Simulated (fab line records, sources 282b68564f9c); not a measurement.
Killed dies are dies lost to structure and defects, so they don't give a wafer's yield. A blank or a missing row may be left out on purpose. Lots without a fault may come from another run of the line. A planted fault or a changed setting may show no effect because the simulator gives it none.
Tool commonality check | flow rit_cmos | 14 lots, 42 wafers sampled

WHY IT WAS OPENED
At RIT_NLDD_TW_MEAS_10 the reading NLDD_TW is flagged on 2 of 14 lots. Wafers without a fault read 2489, standard deviation 22.
Rule: a lot is flagged when every wafer of it that has a number lies more than 4 standard deviations from that mean, or none has a number. The other lots count as sound.

lot  | measured    | on            | NLDD_TW, wafer by wafer | flag
L380 | day 2 20:00 | film_metro-03 | 2524 2522 2515          |
L381 | day 3 01:53 | film_metro-03 | 2513 2512 2522          |
L382 | day 3 05:40 | film_metro-01 | 2483 2503 2494          |
L384 | day 3 20:52 | film_metro-01 | 2493 2497 2495          |
L385 | day 3 22:26 | film_metro-01 | 2492 2494 2479          |
L386 | day 4 00:55 | film_metro-02 | 2459 2452 2449          |
L387 | day 4 07:40 | film_metro-02 | 2674 2687 2678          | FLAGGED
L388 | day 4 15:01 | film_metro-01 | 2715 2713 2713          | FLAGGED
L390 | day 5 03:59 | film_metro-03 | 2514 2528 2521          |
L396 | day 6 11:36 | film_metro-03 | 2501 2491 2495          |
L398 | day 6 15:04 | film_metro-02 | 2464 2456 2464          |
L397 | day 6 22:34 | film_metro-01 | 2485 2479 2484          |
L399 | day 6 23:52 | film_metro-02 | 2464 2452 2451          |
L400 | day 7 04:55 | film_metro-03 | 2492 2497 2498          |
The numbers of the flagged lots are 2697 on average: +208 against the usual, or +9 standard deviations.

WHICH TOOL RAN EACH LOT
The record holds 1 process step before the reading, out of a route of 202 steps. In each cell: the tool, then ch and the chambers that the sampled wafers went through, then the start.
lot  | flag    | RIT_NLDD_IMPLANT_08
L380 |         | implanter-01 ch 0, day 2 19:40
L381 |         | implanter-04 ch 0, day 3 01:34
L382 |         | implanter-01 ch 0, day 3 05:20
L384 |         | implanter-01 ch 0, day 3 20:32
L385 |         | implanter-04 ch 0, day 3 22:08
L386 |         | implanter-04 ch 0, day 4 00:36
L387 | FLAGGED | implanter-04 ch 0, day 4 07:21
L388 | FLAGGED | implanter-04 ch 0, day 4 14:43
L390 |         | implanter-02 ch 0, day 5 03:40
L396 |         | implanter-01 ch 0, day 6 11:17
L398 |         | implanter-01 ch 0, day 6 14:45
L397 |         | implanter-02 ch 0, day 6 22:17
L399 |         | implanter-01 ch 0, day 6 23:34
L400 |         | implanter-01 ch 0, day 7 04:37
What these steps do:
- RIT_NLDD_IMPLANT_08
- RIT_NLDD_TW_MEAS_10

FLAGGED OVER TOTAL, TOOL BY TOOL (the gauges that took the reading come last)
step                | tool          | lots run | flagged | share of the flagged lots | sound lots run after its first flagged lot
RIT_NLDD_IMPLANT_08 | implanter-01  | 7        | 0       | none                      | -
RIT_NLDD_IMPLANT_08 | implanter-02  | 2        | 0       | none                      | -
RIT_NLDD_IMPLANT_08 | implanter-04  | 5        | 2       | all                       | 0
RIT_NLDD_TW_MEAS_10 | film_metro-01 | 5        | 1       | some                      | 1 (L397)
RIT_NLDD_TW_MEAS_10 | film_metro-02 | 4        | 1       | some                      | 2 (L398,L399)
RIT_NLDD_TW_MEAS_10 | film_metro-03 | 5        | 0       | none                      | -

WHAT THE TABLE ALLOWS
1 row of the table ran every flagged lot: implanter-04 at RIT_NLDD_IMPLANT_08.
- implanter-04 at RIT_NLDD_IMPLANT_08: 2 of its 5 lots flagged. Its last sound lot is L386 (day 4 00:36), its first flagged lot L387 (day 4 07:21): a fault that began between those two fits. Its own readings lie more than 4 standard deviations out on every wafer of the flagged lots: beam_on_s, faraday_current_uA.
One tool is left: implanter-04 at RIT_NLDD_IMPLANT_08.

WHAT THE SIMULATOR HAD PUT IN
Process parameter drift: implanter-04, from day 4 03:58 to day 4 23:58, at RIT_NLDD_IMPLANT_08. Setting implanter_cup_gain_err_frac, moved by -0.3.
Lots struck among those shown: L387, L388. The rule above found the same.
